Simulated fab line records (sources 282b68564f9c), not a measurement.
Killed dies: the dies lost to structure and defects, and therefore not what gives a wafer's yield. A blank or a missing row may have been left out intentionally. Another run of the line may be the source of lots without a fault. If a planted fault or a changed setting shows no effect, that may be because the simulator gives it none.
fab line records	flow ritCmos
record: lots: 14	wafers: 42	lastDay: 7
route steps=202 shown FOX1@21 NWELL@37 NLDD@111 NSD@137
lots that met no fault: from a run of the same line without faults
startH: start of the lot's first displayed wafer, in hours after the record's first day	waitH: hours since the lot's step before	" the same as in the row above	L1.1+2: several wafers, shown together as one row	- either no value or no given start	* or withheld: withheld	< > ~ a bound
route shown NAME@n: NAME is a module with steps in the file, n the number in the route of the first one	usual: mean/standard deviation taken from wafers without a fault	same: alike in all rows	chamber/n: place in a boat	sites: readings site by site	_std_site: the standard deviation of these	_edge_site: the outer-site mean with the inner-site mean subtracted	radiusMm: for every site, how far away it sits from the centre of the wafer	mask NAME#n: copy n	behind: the most recent tool/chamber to have shaped the wafer	hold: cause of the lot's hold/its duration in hours/its outcome	device: the n, p or np transistor that did not switch	end of line: the tests these same wafers got at the end of their route	a step with no rows: only its recipe	killed: at the first sort, the dies lost to defects and structure; wafer yield is something else	map: shows each die of a wafer: x if killed, . if not, _ if none is there
set.NAME: setting as actually run; set.NAME@STEP: the setting as run at that earlier step	model.NAME: the simulator's own value behind a step, which no gauge read
one table for each step of the route and one row for each wafer, over a sample of lots
services: when a tool's chamber went out of use (startH, in hours from the record's first day, below 0 if earlier), for how many hours, and the reason
== steps ==
step: RIT_FOX1_THK_MEAS_01
recipe: reads: SiO2_of_FOX1_OXIDATION_00
usual: FOX1_OXIDE_THK: 356/6.1
lot.wafer	tool	chamber	startH	waitH	FOX1_OXIDE_THK[nm]
L188.2	filmMetro-03	-	16.86	0.0	355
L188.4	"	-	"	"	354
L188.5	"	-	"	"	353
L189.3	filmMetro-04	-	21.84	0.0	354
L189.5	"	-	"	"	352
L189.6	"	-	"	"	354
L191.1	filmMetro-03	-	32.65	0.0	338
L191.3	"	-	"	"	339
L191.6	"	-	"	"	336
L192.2	filmMetro-04	-	37.01	0.0	363
L192.5	"	-	"	"	358
L192.6	"	-	"	"	363
L193.3	filmMetro-04	-	41.84	0.0	366
L193.4	"	-	"	"	364
L193.6	"	-	"	"	360
L194.1	filmMetro-03	-	46.82	0.0	356
L194.4	"	-	"	"	352
L194.6	"	-	"	"	351
L195.3	filmMetro-03	-	52.39	0.0	353
L195.4	"	-	"	"	349
L195.5	"	-	"	"	354
L196.2	filmMetro-01	-	57.28	0.0	355
L196.3	"	-	"	"	354
L196.4	"	-	"	"	355
L197.1	filmMetro-03	-	63.21	0.0	365
L197.2	"	-	"	"	370
L197.5	"	-	"	"	369
L202.1	filmMetro-04	-	87.08	0.0	356
L202.2	"	-	"	"	356
L202.5	"	-	"	"	362
L204.2	filmMetro-01	-	96.97	0.0	359
L204.4	"	-	"	"	359
L204.6	"	-	"	"	363
L208.3	filmMetro-04	-	119.46	0.0	352
L208.4	"	-	"	"	351
L208.6	"	-	"	"	355
L209.2	filmMetro-04	-	123.38	0.0	353
L209.5	"	-	"	"	357
L209.6	"	-	"	"	359
L210.1	filmMetro-03	-	127.23	0.0	355
L210.2	"	-	"	"	354
L210.6	"	-	"	"	352
step: RIT_NWELL_STRIP_09
recipe: chemistry: O2	timeS: 180	resist: NOVOLAK	platenTempC: withheld	powerW: 500	pressureMtorr: 4000	o2FlowSccm: 4000
usual: chamberPressureMTorr: 4000/3.6	drypumpMotorCurrentA: 5.45/0.29
lot.wafer	tool	chamber	startH	waitH	chamberPressureMTorr	drypumpMotorCurrentA	rfHoursCounterH
L188.2	plasmaAsher-01	1	20.68	0.1	4001	5.27	38
L188.4	"	1	"	"	3992	5.27	-
L188.5	"	0	"	"	3994	5.36	-
L189.3	plasmaAsher-03	1	25.73	0.1	4000	5.40	-
L189.5	"	1	"	"	3999	5.38	-
L189.6	"	0	"	"	4000	5.95	-
L191.1	plasmaAsher-01	0	36.52	0.1	3999	5.35	40
L191.3	"	1	"	"	3993	5.26	-
L191.6	"	0	"	"	3996	5.35	-
L192.2	plasmaAsher-01	1	40.76	0.1	4003	5.25	41
L192.5	"	0	"	"	4000	5.36	-
L192.6	"	1	"	"	4000	5.25	-
L193.3	plasmaAsher-01	0	45.80	0.1	4001	5.36	-
L193.4	"	1	"	"	4000	5.26	-
L193.6	"	0	"	"	4004	5.37	-
L194.1	plasmaAsher-01	0	50.74	0.1	4002	5.37	42
L194.4	"	1	"	"	4003	5.27	-
L194.6	"	1	"	"	3998	5.28	-
L195.3	plasmaAsher-03	1	56.32	0.1	4003	5.41	-
L195.4	"	0	"	"	4000	5.96	-
L195.5	"	0	"	"	4000	5.97	-
L196.2	plasmaAsher-03	0	61.23	0.1	3995	5.98	41
L196.3	"	0	"	"	3996	5.95	-
L196.4	"	1	"	"	4002	5.35	-
L197.1	plasmaAsher-01	1	67.08	0.1	3995	5.26	44
L197.2	"	0	"	"	3996	5.36	44
L197.5	"	1	"	"	3999	5.26	-
L202.1	plasmaAsher-01	1	90.94	0.1	3994	5.25	46
L202.2	"	0	"	"	3996	5.35	46
L202.5	"	1	"	"	3998	5.25	-
L204.2	plasmaAsher-01	0	100.72	0.1	4006	5.35	47
L204.4	"	0	"	"	4002	5.37	-
L204.6	"	0	"	"	3996	5.36	-
L208.3	plasmaAsher-02	0	123.37	0.1	3997	4.98	-
L208.4	"	1	"	"	4000	5.60	-
L208.6	"	0	"	"	3995	4.98	-
L209.2	plasmaAsher-03	0	127.65	0.1	3998	5.95	49
L209.5	"	0	"	"	3996	5.96	-
L209.6	"	1	"	"	3995	5.40	-
L210.1	plasmaAsher-01	0	132.33	0.1	4000	5.36	2
L210.2	"	1	"	"	4003	5.28	2
L210.6	"	1	"	"	4002	5.26	-
step: RIT_NLDD_IMPLANT_08
recipe: species: P	energyKev: 20	doseCm2: 5e+14	tiltDeg: 7
usual: beamEnergyKeV: 20.000/0.0054	doseIonsCm2: 5e+14/5.4e+11	endStationPressureTorr: 6.3e-06/3.1e-07	faradayCurrentUA: 1572/33
lot.wafer	tool	chamber	startH	waitH	beamEnergyKeV	doseIonsCm2	endStationPressureTorr	faradayCurrentUA
L188.2	implanter-03	0	41.11	0.1	19.989	5.003e+14	6.3e-06	1639
L188.4	"	0	"	"	19.999	5.004e+14	6e-06	1568
L188.5	"	0	"	"	20.000	4.998e+14	6.5e-06	1582
L189.3	implanter-04	0	46.08	0.1	20.004	4.995e+14	6.5e-06	1595
L189.5	"	0	"	"	20.003	4.997e+14	6.6e-06	1593
L189.6	"	0	"	"	20.008	4.999e+14	6.6e-06	1608
L191.1	implanter-04	0	57.18	0.1	20.001	4.988e+14	6.2e-06	1501
L191.3	"	0	"	"	20.002	4.998e+14	6.3e-06	1496
L191.6	"	0	"	"	19.998	4.986e+14	6.4e-06	1573
L192.2	implanter-03	0	63.15	0.1	19.998	5.008e+14	6.6e-06	1548
L192.5	"	0	"	"	19.999	5.003e+14	6.2e-06	1543
L192.6	"	0	"	"	20.000	5.005e+14	6.2e-06	1566
L193.3	implanter-04	0	66.99	0.1	19.994	5.006e+14	5.8e-06	1585
L193.4	"	0	"	"	20.000	5.004e+14	6e-06	1598
L193.6	"	0	"	"	20.004	5.009e+14	6.6e-06	1546
L194.1	implanter-02	0	70.82	0.1	20.004	5.005e+14	6.6e-06	1593
L194.4	"	0	"	"	20.011	4.993e+14	6.2e-06	1567
L194.6	"	0	"	"	20.000	4.996e+14	6.8e-06	1561
L195.3	implanter-04	0	77.37	0.1	19.997	5.001e+14	6.2e-06	1577
L195.4	"	0	"	"	20.005	5.006e+14	5.8e-06	1534
L195.5	"	0	"	"	20.004	5e+14	6.1e-06	1558
L196.2	implanter-03	0	82.38	0.1	20.003	4.994e+14	6.5e-06	1550
L196.3	"	0	"	"	20.002	4.996e+14	6e-06	1490
L196.4	"	0	"	"	19.997	4.994e+14	6.5e-06	1557
L197.1	implanter-03	0	86.86	0.1	19.998	5.003e+14	6.4e-06	1588
L197.2	"	0	"	"	20.008	5e+14	6.4e-06	1617
L197.5	"	0	"	"	19.996	5.002e+14	6.7e-06	1584
L202.1	implanter-04	0	112.71	0.1	19.997	1.003e+14	5.1e-06	327
L202.2	"	0	"	"	19.993	9.93e+13	5.3e-06	312
L202.5	"	0	"	"	20.005	9.91e+13	5.5e-06	320
L204.2	implanter-04	0	121.86	0.1	19.989	1.006e+14	5.5e-06	304
L204.4	"	0	"	"	19.997	9.98e+13	5.3e-06	304
L204.6	"	0	"	"	19.986	1.006e+14	5.1e-06	327
L208.3	implanter-02	0	147.59	0.1	20.005	5e+14	6.8e-06	1537
L208.4	"	0	"	"	20.005	5.002e+14	6.4e-06	1572
L208.6	"	0	"	"	20.016	5.009e+14	6.9e-06	1567
L209.2	implanter-03	0	150.31	0.1	19.994	5.004e+14	6.2e-06	1569
L209.5	"	0	"	"	19.998	4.999e+14	6.2e-06	1502
L209.6	"	0	"	"	19.996	5.008e+14	6.6e-06	1548
L210.1	implanter-02	0	152.88	0.1	20.002	5e+14	6.4e-06	1550
L210.2	"	0	"	"	19.985	4.995e+14	6.3e-06	1589
L210.6	"	0	"	"	19.999	4.994e+14	6.2e-06	1563
step: RIT_NLDD_TW_MEAS_10
usual: NLDD_TW: 2461/14
lot.wafer	tool	chamber	startH	waitH	NLDD_TW
L188.2	filmMetro-02	-	41.42	0.1	2467
L188.4	"	-	"	"	2479
L188.5	"	-	"	"	2468
L189.3	filmMetro-01	-	46.37	0.1	2465
L189.5	"	-	"	"	2477
L189.6	"	-	"	"	2472
L191.1	filmMetro-01	-	57.50	0.1	2437
L191.3	"	-	"	"	2453
L191.6	"	-	"	"	2463
L192.2	filmMetro-01	-	63.46	0.1	2441
L192.5	"	-	"	"	2450
L192.6	"	-	"	"	2439
L193.3	filmMetro-01	-	67.29	0.1	2456
L193.4	"	-	"	"	2448
L193.6	"	-	"	"	2437
L194.1	filmMetro-03	-	71.15	0.1	2475
L194.4	"	-	"	"	2454
L194.6	"	-	"	"	2466
L195.3	filmMetro-03	-	77.66	0.1	2468
L195.4	"	-	"	"	2472
L195.5	"	-	"	"	2474
L196.2	filmMetro-01	-	82.69	0.1	2466
L196.3	"	-	"	"	2449
L196.4	"	-	"	"	2450
L197.1	filmMetro-03	-	87.18	0.1	2463
L197.2	"	-	"	"	2473
L197.5	"	-	"	"	2477
L202.1	filmMetro-02	-	113.04	0.1	1528
L202.2	"	-	"	"	1526
L202.5	"	-	"	"	1526
L204.2	filmMetro-02	-	122.17	0.1	1558
L204.4	"	-	"	"	1559
L204.6	"	-	"	"	1542
L208.3	filmMetro-02	-	147.88	0.1	2436
L208.4	"	-	"	"	2461
L208.6	"	-	"	"	2464
L209.2	filmMetro-02	-	150.62	0.1	2464
L209.5	"	-	"	"	2436
L209.6	"	-	"	"	2454
L210.1	filmMetro-02	-	153.21	0.1	2459
L210.2	"	-	"	"	2459
L210.6	"	-	"	"	2453
step: RIT_NSD_OVL_MEAS_06
usual: NSD_OVL: 2.1/1.4
lot.wafer	tool	chamber	startH	waitH	NSD_OVL[nm]
L188.2	overlay-01	-	46.24	-	1.9
L188.4	"	-	"	"	1.8
L188.5	"	-	"	"	0.9
L189.3	overlay-01	-	51.28	-	1.5
L189.5	"	-	"	"	1.1
L189.6	"	-	"	"	3.1
L191.1	overlay-01	-	62.67	-	1.6
L191.3	"	-	"	"	1.3
L191.6	"	-	"	"	1.4
L192.2	overlay-02	-	68.43	-	2.2
L192.5	"	-	"	"	1.2
L192.6	"	-	"	"	1.9
L193.3	overlay-01	-	73.20	-	3.6
L193.4	"	-	"	"	1.9
L193.6	"	-	"	"	3.1
L194.1	overlay-02	-	76.12	-	5.4
L194.4	"	-	"	"	4.1
L194.6	"	-	"	"	4.4
L195.3	overlay-02	-	82.65	-	0.3
L195.4	"	-	"	"	1.0
L195.5	"	-	"	"	1.7
L196.2	overlay-01	-	87.79	-	1.6
L196.3	"	-	"	"	0.6
L196.4	"	-	"	"	1.6
L197.1	overlay-01	-	92.48	-	0.6
L197.2	"	-	"	"	0.9
L197.5	"	-	"	"	1.7
L202.1	overlay-01	-	118.16	-	2.6
L202.2	"	-	"	"	2.9
L202.5	"	-	"	"	1.7
L204.2	overlay-01	-	127.25	-	1.6
L204.4	"	-	"	"	-0.1
L204.6	"	-	"	"	0.0
L208.3	overlay-01	-	153.00	-	0.1
L208.4	"	-	"	"	2.2
L208.6	"	-	"	"	1.6
L209.2	overlay-01	-	155.58	-	2.9
L209.5	"	-	"	"	3.0
L209.6	"	-	"	"	2.2
L210.1	overlay-01	-	158.16	-	0.3
L210.2	"	-	"	"	0.9
L210.6	"	-	"	"	-1.2
step: RIT_SDANNEAL_RS_MEAS_07
recipe: thkMeasGauge: four-point-probe
usual: NLDD_RS: 151.7/0.57
lot.wafer	tool	chamber	startH	waitH	NLDD_RS[ohm/sq]
L188.2	filmMetro-01	-	49.17	0.1	152.2
L188.4	"	-	"	"	151.7
L188.5	"	-	"	"	151.9
L189.3	filmMetro-03	-	54.24	0.1	151.3
L189.5	"	-	"	"	152.0
L189.6	"	-	"	"	151.9
L191.1	filmMetro-02	-	65.57	0.1	152.5
L191.3	"	-	"	"	152.2
L191.6	"	-	"	"	152.3
L192.2	filmMetro-01	-	71.35	0.1	151.6
L192.5	"	-	"	"	151.9
L192.6	"	-	"	"	151.6
L193.3	filmMetro-03	-	76.01	0.1	151.3
L193.4	"	-	"	"	151.6
L193.6	"	-	"	"	151.4
L194.1	filmMetro-02	-	79.10	0.1	151.9
L194.4	"	-	"	"	152.0
L194.6	"	-	"	"	152.0
L195.3	filmMetro-03	-	85.58	0.1	152.0
L195.4	"	-	"	"	152.0
L195.5	"	-	"	"	152.3
L196.2	filmMetro-01	-	90.70	0.1	151.2
L196.3	"	-	"	"	152.1
L196.4	"	-	"	"	152.0
L197.1	filmMetro-03	-	95.29	0.1	151.4
L197.2	"	-	"	"	151.8
L197.5	"	-	"	"	151.5
L202.1	filmMetro-02	-	121.08	0.1	516.1
L202.2	"	-	"	"	518.4
L202.5	"	-	"	"	521.6
L204.2	filmMetro-03	-	130.04	0.1	496.2
L204.4	"	-	"	"	494.9
L204.6	"	-	"	"	500.3
L208.3	filmMetro-02	-	156.02	0.1	151.3
L208.4	"	-	"	"	151.9
L208.6	"	-	"	"	152.0
L209.2	filmMetro-03	-	158.37	0.1	151.3
L209.5	"	-	"	"	151.1
L209.6	"	-	"	"	150.7
L210.1	filmMetro-02	-	161.10	0.1	151.6
L210.2	"	-	"	"	151.4
L210.6	"	-	"	"	151.1
== services ==
tool	chamber	startH	hours	kind
plasmaAsher-02	-	4.08	1.6	repair
implanter-02	-	24.46	19.6	repair
implanter-02	-	44.18	7.1	repair
implanter-03	-	72.95	3.6	repair
implanter-04	-	77.54	1.0	repair
plasmaAsher-01	-	77.77	2.8	pm
implanter-04	-	81.70	2.8	repair
implanter-02	-	89.40	6.8	repair
implanter-02	-	94.09	1.1	repair
plasmaAsher-02	-	105.46	2.7	repair
plasmaAsher-01	-	108.75	9.0	pm
plasmaAsher-01	0	108.75	9.0	ventCycle
plasmaAsher-01	1	108.75	9.0	ventCycle
plasmaAsher-01	0	117.75	-	clean
plasmaAsher-01	1	117.75	-	clean
implanter-02	-	134.38	5.2	pm
implanter-03	-	135.18	6.8	repair
plasmaAsher-03	-	142.47	3.9	repair
plasmaAsher-02	-	143.78	2.8	repair
== key ==
firstSign: step: RIT_NLDD_IMPLANT_08	reading: doseIonsCm2	direction: down	sigmas: 99+	usual: 5e+14	struck: 1e+14
effect: step: RIT_NLDD_IMPLANT_08	reading: faradayCurrentUA	direction: down	sigmas: 38	usual: 1572	struck: 316
effect: step: RIT_NLDD_TW_MEAS_10	reading: NLDD_TW	direction: down	sigmas: 66	usual: 2461	struck: 1540
effect: step: RIT_SDANNEAL_RS_MEAS_07	reading: NLDD_RS	direction: up	sigmas: 99+	usual: 151.7	struck: 507.9
metAt RIT_NLDD_IMPLANT_08
struckLots L202,L204
testerLeftOut L202,L204
notActingAt RIT_FOX1_THK_MEAS_01,RIT_NWELL_STRIP_09,RIT_NSD_OVL_MEAS_06
onsetBetween 77.37 112.71
fault: kind: processParameterDrift	tool: implanter-04	chamber: -	onsetH: 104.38	steps: RIT_NLDD_IMPLANT_08	channel: doseCm2	offset: -4e+14	shape: step	endH: 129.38	actsIn: theseRecipesOnly	stated: 5e+14
testerLeftOut: of these lots the tester's yield and bins aren't shown, on N5 and GAA mostly nor the transistor test; their killed dies are dies lost to structure and defects alone, not to doping, threshold or leakage, so they don't give the yield
